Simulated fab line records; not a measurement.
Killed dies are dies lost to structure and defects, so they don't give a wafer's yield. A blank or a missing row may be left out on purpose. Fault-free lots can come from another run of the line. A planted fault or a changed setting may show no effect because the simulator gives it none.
A lot that was struck, set against a sound lot || flow ritCmos || 15 out of 202 route steps
Sound: the wafers L353.2, L353.4, L353.5. Struck: wafers L360.3, L360.4, L360.6. The cause is given at the end.
Each step with rows lists, per side, the tool, then ch with its chambers, then its first start. Under that, the readings that differ: sound wafers || struck wafers || difference of the means || sigmas: that difference in standard deviations of wafers without a fault.
alike: same words and numbers on both sides, and readings whose means sit less than 2 such deviations apart. not compared: any withheld reading, any reading some wafer has no value for, any bound like >300 that may hide the same value, and any number with overlapping values for which the record gives no deviation.
Wherever a step has rows on one side only, a row that says differs or no value, or a row with sigmas, the two part there. Numbers that have no deviation but don't overlap get no sigmas and don't part them. A reading missing from all wafers of one side parts the sides only when that side holds two or more wafers.

first, 4 steps without rows for these wafers: RIT_PLDD_SOFTBAKE_02 (time 60 s); RIT_PLDD_EXPOSE_03 (exposes mask M8, target cd 40900 nm); RIT_PLDD_PEB_04; RIT_PLDD_DEVELOP_05 (develop time 50 s).
RIT_PLDD_OVL_MEAS_06:
  struck on overlay-01, day 5 02:35; sound on overlay-02, day 3 18:45
  alike: PLDD_OVL
then, 2 steps without rows for these wafers: RIT_PLDD_HARDBAKE_07 (time 60 s); RIT_PLDD_IMPLANT_08.
RIT_PLDD_STRIP_09: strips in O2, time 180 s.
  sound on plasmaAsher-03 ch 0,1, day 3 19:05; struck on plasmaAsher-03 ch 0,1, day 5 02:58
  alike: drypumpMotorCurrentA
  not compared: rfHoursCounterH
RIT_PLDD_TW_MEAS_10:
  struck on filmMetro-02, day 5 03:06; sound on filmMetro-01, day 3 19:16
  alike: PLDD_TW
then, 3 steps without rows for these wafers: RIT_SPACER_CLEAN_00 (cleans in SC1, time 600 s); RIT_SPACER_CLEAN_01 (cleans in dHF, time 30 s); RIT_SPACER_CLEAN_02 (cleans in SC2, time 600 s).
RIT_SPACER_CVD_03: deposits Si3N4 from SiH2Cl2/NH3, target thk 250 nm, time 3300 s.
  sound on lpcvd-01 ch 0, day 3 19:42; struck on lpcvd-01 ch 1, day 5 04:14
{"reading": "spikeTcCentreC (C)", "sound": "808.2 811.6 811.5", "struck": "855.4 855.5 856.5", "difference": "+45.4", "sigmas": "+35"}
{"reading": "spikeTcLoadC (C)", "sound": "834.1 832.3 835.6", "struck": "881.0 880.8 881.1", "difference": "+47.0", "sigmas": "+34"}
{"reading": "spikeTcSourceC (C)", "sound": "833.2 831.6 830.5", "struck": "880.2 877.5 878.4", "difference": "+46.9", "sigmas": "+39"}
{"reading": "susceptorTempC (C)", "sound": "810.0 810.0 809.8", "struck": "854.8 855.0 854.9", "difference": "+45.0", "sigmas": "+99 or more"}
{"reading": "model.Si3N4_of_SPACER_CVD_03.thkNm (nm)", "sound": "252.2 252.2 253.2", "struck": "419.9 418.2 420.5", "difference": "+167.0", "sigmas": ""}
RIT_SPACER_THK_MEAS_04:
  struck on filmMetro-04, day 5 06:10; sound on filmMetro-02, day 3 21:38
{"reading": "SPACER_NITRIDE_THK (nm)", "sound": "251.9 252.2 253.3", "struck": "419.9 418.5 420.3", "difference": "+167.1", "sigmas": "+80"}
RIT_SPACER_ETCHBACK_05: etches Si3N4 in SF6/CHF3, stops on SiO2, target depth 250 nm, time 240 s.
  sound on rieDiel-03 ch 1,3, day 3 21:41; struck on rieDiel-01 ch 0,3, day 5 06:13
{"reading": "oesProductAu (a.u.)", "sound": "0.838 0.854 0.850", "struck": "1.005 1.016 1.021", "difference": "+0.167", "sigmas": "+11"}
{"reading": "throttleValvePct (%)", "sound": "10.24 10.15 10.14", "struck": "10.58 10.45 10.46", "difference": "+0.32", "sigmas": "+2"}
{"reading": "model.Si3N4_of_SPACER_CVD_03.thkNm (nm)", "sound": "197.7 197.8 198.3", "struck": "329.4 328 330.4", "difference": "+131.3", "sigmas": ""}
{"reading": "model.etch.depthNm (nm)", "sound": "252.2 252.2 253.2", "struck": "311.5 311.8 309.7", "difference": "+58.5", "sigmas": ""}
  alike: drypumpMotorCurrentA
  not compared: rfHoursCounterH

== WHERE THEY PART ==
Last at RIT_SPACER_ETCHBACK_05 as far as this record goes, first at RIT_SPACER_CVD_03.

WHY: what the simulator had put in
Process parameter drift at RIT_SPACER_CVD_03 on lpcvd-01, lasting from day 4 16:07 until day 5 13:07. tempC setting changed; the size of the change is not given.
